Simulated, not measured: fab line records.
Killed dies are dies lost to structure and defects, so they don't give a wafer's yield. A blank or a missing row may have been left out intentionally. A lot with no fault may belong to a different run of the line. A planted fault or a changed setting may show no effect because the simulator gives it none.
Which tool was responsible? -- flow berkeley-cmos170 -- Sampling: 13 lots, 39 wafers, 3 of 331 route steps

== WHAT THE GAUGES SHOWED, per wafer ==
UCB170_M3_RS_MEAS_02: the measuring method here is four-point-probe.
lot,measured,on,M3_AL_RS (ohm/sq)
L567,day 8 00:11,film-metro-04,0.0317 0.0321 0.0317
L568,day 8 01:05,film-metro-01,0.0324 0.0323 0.0327
L569,day 8 10:53,film-metro-04,0.0319 0.0319 0.0318
L571,day 8 20:55,film-metro-01,0.0325 0.0323 0.0324
L570,day 8 21:28,film-metro-04,0.0324 0.0321 0.0323
L573,day 8 21:43,film-metro-01,0.0320 0.0321 0.0322
L572,day 8 21:58,film-metro-01,0.0320 0.0318 0.0317
L575,day 9 19:13,film-metro-04,0.0322 0.0321 0.0320
L578,day 10 02:07,film-metro-03,0.0325 0.0325 0.0325
L579,day 10 02:22,film-metro-01,0.0314 0.0318 0.0316
L584,day 11 10:23,film-metro-04,0.0318 0.0319 0.0318
L588,day 12 01:17,film-metro-01,0.0329 0.0728 0.0324
L590,day 12 01:34,film-metro-03,0.0317 0.0321 0.0316

UCB170_M3_THK_MEAS_03: measures by xrf.
lot,measured,on,M3_AL_THK (nm)
L567,day 8 00:17,film-metro-04,905 897 906
L568,day 8 01:12,film-metro-01,895 898 888
L569,day 8 11:01,film-metro-04,896 902 901
L571,day 8 21:02,film-metro-01,895 901 894
L570,day 8 21:35,film-metro-04,889 893 888
L573,day 8 21:49,film-metro-01,909 904 897
L572,day 8 22:05,film-metro-01,908 910 917
L575,day 9 19:20,film-metro-04,895 899 901
L578,day 10 02:14,film-metro-03,888 886 883
L579,day 10 02:29,film-metro-01,919 916 918
L584,day 11 10:31,film-metro-04,899 895 905
L588,day 12 01:25,film-metro-01,885 403 895
L590,day 12 01:41,film-metro-03,910 898 919

== EACH LOT AND THE TOOL THAT RAN IT (in order: tool; ch and the chambers of the sampled wafers; start) ==
lot,UCB170_M3_SPUTTER_01
L567,"pvd-sputter-02, day 8 00:03"
L568,"pvd-sputter-01, day 8 00:59"
L569,"pvd-sputter-01, day 8 10:49"
L571,"pvd-sputter-03, day 8 20:49"
L570,"pvd-sputter-02, day 8 21:22"
L573,"pvd-sputter-03, day 8 21:37"
L572,"pvd-sputter-01, day 8 21:52"
L575,"pvd-sputter-03, day 9 19:07"
L578,"pvd-sputter-03, day 10 02:02"
L579,"pvd-sputter-02, day 10 02:16"
L584,"pvd-sputter-01, day 11 10:19"
L588,"pvd-sputter-02, day 12 01:13"
L590,"pvd-sputter-01, day 12 01:29"
- UCB170_M3_SPUTTER_01: material Al, target thk 900 nm, time 120 s.

== WHAT THE TOOLS THEMSELVES READ (means of the sampled wafers that have a number; where no wafer has one, the mark that the record gives instead) ==
UCB170_M3_SPUTTER_01.
lot,tool,cathode-dc-power-W (W),throttle-valve-pct (%)
L567,pvd-sputter-02,5999.5,31.1
L568,pvd-sputter-01,6000.2,29.5
L569,pvd-sputter-01,5999.9,29.8
L571,pvd-sputter-03,6000.6,29.7
L570,pvd-sputter-02,5999.1,31.4
L573,pvd-sputter-03,6000.4,30.2
L572,pvd-sputter-01,6000.2,29.8
L575,pvd-sputter-03,6000.7,29.7
L578,pvd-sputter-03,5999.5,29.7
L579,pvd-sputter-02,6000.1,31.0
L584,pvd-sputter-01,6000.5,30.1
L588,pvd-sputter-02,4914.9,30.6
L590,pvd-sputter-01,6000.1,29.9

== THE ANSWER, worked out from the rows above alone ==
Rule: what is usual is taken from the lots themselves. The widest of any qualifying gaps counts: lots, ordered by their means at a reading, are off when they make up no more than a third of the lots, leave a main group of 4 or more, and stand apart from it by 3 or more times the standard deviation of that group's means. Not used: any main group whose means are identical at the precision the tables above print for the reading. A lot without any number at a reading at which 4 lots or more have one is off too. Where the step has rows for the other lots, those lots are counted as sound. Order of review: gauges by route order, followed by the tools' own readings, for which a lot's mean as printed above is used. The first step at which some lot is off is used, and at that step the reading that is off furthest; a lot without a number counts as furthest.
Off: at UCB170_M3_RS_MEAS_02 (M3_AL_RS), L588. For the main group the mean is 0.0321 ohm/sq and the standard deviation 0.00029.
A tool fits if, at a process step before that reading, it ran every lot that is off, and no sound lot after the first of them. Not tried: the gauges at UCB170_M3_RS_MEAS_02; whatever is off there is also off at UCB170_M3_SPUTTER_01, on other tools, and gauge error can't account for it. One fits: UCB170_M3_SPUTTER_01 on pvd-sputter-02. Its last sound lot is L579 (day 10 02:16), its first lot that is off L588 (day 12 01:13): a fault that began between those two fits.
The tool's own readings at UCB170_M3_SPUTTER_01 bear it out: on the lots that are off they differ by more than 5 times the standard deviation of the sound lots' means. cathode-dc-power-W reads 4914.9 W there against 6000.1 W on the sound lots.

== WHAT THE SIMULATOR HAD PUT IN ==
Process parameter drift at UCB170_M3_SPUTTER_01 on pvd-sputter-02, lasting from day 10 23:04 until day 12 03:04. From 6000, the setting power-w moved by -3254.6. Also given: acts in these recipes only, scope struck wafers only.
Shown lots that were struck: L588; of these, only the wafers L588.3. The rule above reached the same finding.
